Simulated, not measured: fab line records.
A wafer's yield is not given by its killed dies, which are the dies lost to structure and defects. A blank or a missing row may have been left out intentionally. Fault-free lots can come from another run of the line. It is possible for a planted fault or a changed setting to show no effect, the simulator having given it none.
What tool caused it? + flow berkeleyCmos170 + 14 lots with 42 wafers sampled at 3 steps, on a route of 331 steps

WHAT EACH GAUGE READ, for each wafer
UCB170_M2_RS_MEAS_02: a four-point-probe measurement.
| lot  | measured     | on           | M2_AL_RS (ohm/sq)       |
|------|--------------|--------------|-------------------------|
| L294 | day 7 06:58  | filmMetro-01 | 0.03182 0.03224 0.03227 |
| L295 | day 7 09:13  | filmMetro-04 | 0.03208 0.03195 0.03217 |
| L293 | day 7 09:29  | filmMetro-03 | 0.03205 0.03206 0.03207 |
| L292 | day 7 09:33  | filmMetro-01 | 0.0321 0.0321 0.03211   |
| L299 | day 8 14:00  | filmMetro-01 | 0.03193 0.03203 0.03214 |
| L301 | day 9 03:59  | filmMetro-01 | 0.03207 0.03216 0.03179 |
| L304 | day 9 07:47  | filmMetro-01 | 0.03571 0.03587 0.03545 |
| L306 | day 10 07:24 | filmMetro-04 | 0.03557 0.03546 0.03562 |
| L307 | day 10 14:57 | filmMetro-03 | 0.032 0.03209 0.03195   |
| L308 | day 10 19:11 | filmMetro-03 | 0.03235 0.03185 0.03211 |
| L309 | day 11 00:32 | filmMetro-03 | 0.03223 0.03215 0.03233 |
| L311 | day 11 13:25 | filmMetro-04 | 0.03179 0.03216 0.03168 |
| L314 | day 11 16:02 | filmMetro-04 | 0.03196 0.03175 0.03193 |
| L315 | day 12 05:28 | filmMetro-04 | 0.03287 0.03232 0.03238 |

UCB170_M2_THK_MEAS_03: measures by xrf.
| lot  | measured     | on           | M2_AL_THK (nm) |
|------|--------------|--------------|----------------|
| L294 | day 7 07:05  | filmMetro-01 | 893 886 879    |
| L295 | day 7 09:20  | filmMetro-04 | 888 884 885    |
| L293 | day 7 09:36  | filmMetro-03 | 886 891 887    |
| L292 | day 7 09:40  | filmMetro-01 | 889 885 888    |
| L299 | day 8 14:07  | filmMetro-01 | 890 888 879    |
| L301 | day 9 04:05  | filmMetro-01 | 893 888 897    |
| L304 | day 9 07:53  | filmMetro-01 | 807 802 810    |
| L306 | day 10 07:30 | filmMetro-04 | 801 799 795    |
| L307 | day 10 15:04 | filmMetro-03 | 889 886 891    |
| L308 | day 10 19:17 | filmMetro-03 | 876 887 888    |
| L309 | day 11 00:38 | filmMetro-03 | 880 881 879    |
| L311 | day 11 13:31 | filmMetro-04 | 878 872 890    |
| L314 | day 11 16:09 | filmMetro-04 | 882 886 879    |
| L315 | day 12 05:35 | filmMetro-04 | 858 873 871    |

TOOL THAT RAN EACH LOT (tool first, then ch and the chambers of the sampled wafers, then the start)
| lot  | UCB170_M2_SPUTTER_01        |
|------|-----------------------------|
| L294 | pvdSputter-04, day 7 06:53  |
| L295 | pvdSputter-01, day 7 09:07  |
| L293 | pvdSputter-03, day 7 09:24  |
| L292 | pvdSputter-04, day 7 09:27  |
| L299 | pvdSputter-04, day 8 13:54  |
| L301 | pvdSputter-01, day 9 03:51  |
| L304 | pvdSputter-01, day 9 07:41  |
| L306 | pvdSputter-01, day 10 07:16 |
| L307 | pvdSputter-04, day 10 14:47 |
| L308 | pvdSputter-04, day 10 19:05 |
| L309 | pvdSputter-04, day 11 00:25 |
| L311 | pvdSputter-03, day 11 13:17 |
| L314 | pvdSputter-03, day 11 15:57 |
| L315 | pvdSputter-03, day 12 05:23 |
- UCB170_M2_SPUTTER_01: material Al, target thk 900 nm, time 120 s.

AS READ BY THE TOOLS THEMSELVES (means over the sampled wafers that have a number; for cases with no such wafer, the mark the record gives instead)
UCB170_M2_SPUTTER_01.
| lot  | tool          | throttleValvePct (%) |
|------|---------------|----------------------|
| L294 | pvdSputter-04 | 29.7                 |
| L295 | pvdSputter-01 | 30.7                 |
| L293 | pvdSputter-03 | 30.7                 |
| L292 | pvdSputter-04 | 29.6                 |
| L299 | pvdSputter-04 | 29.0                 |
| L301 | pvdSputter-01 | 30.6                 |
| L304 | pvdSputter-01 | 29.6                 |
| L306 | pvdSputter-01 | 30.6                 |
| L307 | pvdSputter-04 | 29.7                 |
| L308 | pvdSputter-04 | 30.4                 |
| L309 | pvdSputter-04 | 29.0                 |
| L311 | pvdSputter-03 | 31.2                 |
| L314 | pvdSputter-03 | 30.7                 |
| L315 | pvdSputter-03 | 31.1                 |

THE ANSWER, worked out from the rows above alone
Rule: the lots themselves supply what counts as usual. Put in order of their means at a reading, lots are off if they are a third of the lots or fewer, leave a main group of 4 or more, and stand apart from it by a gap of 3 or more times the standard deviation of the main group's means; of several such gaps the widest counts. Not used: any main group whose means are identical at the precision the tables above print for the reading. Also off: a lot with no number at a reading for which 4 or more lots have one. All remaining lots with rows at the step are treated as sound. The gauges are gone through in route order, then the tools' own readings, and for those a lot's mean is taken as printed above. At the first step where some lot is off, the reading lying furthest off is the one used; lots without a number count as furthest.
Off: at UCB170_M2_RS_MEAS_02 (M2_AL_RS), L304, L306. Mean 0.03208 ohm/sq and standard deviation 0.00016 in the main group.
If a tool, at a process step before that reading, ran all the lots that are off and no sound lot after the first of them, it fits. Gauges at UCB170_M2_RS_MEAS_02: tried the same way as those tools. One fits: UCB170_M2_SPUTTER_01 on pvdSputter-01. A fault onset in the window from L301 (day 9 03:51, its last sound lot) to L304 (day 9 07:41, its first lot off) fits.

WHAT THE SIMULATOR PUT IN
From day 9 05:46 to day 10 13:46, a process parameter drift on pvdSputter-01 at UCB170_M2_SPUTTER_01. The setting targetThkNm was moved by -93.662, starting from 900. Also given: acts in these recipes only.
Shown lots that were struck: L304, L306. Same finding as the rule above.
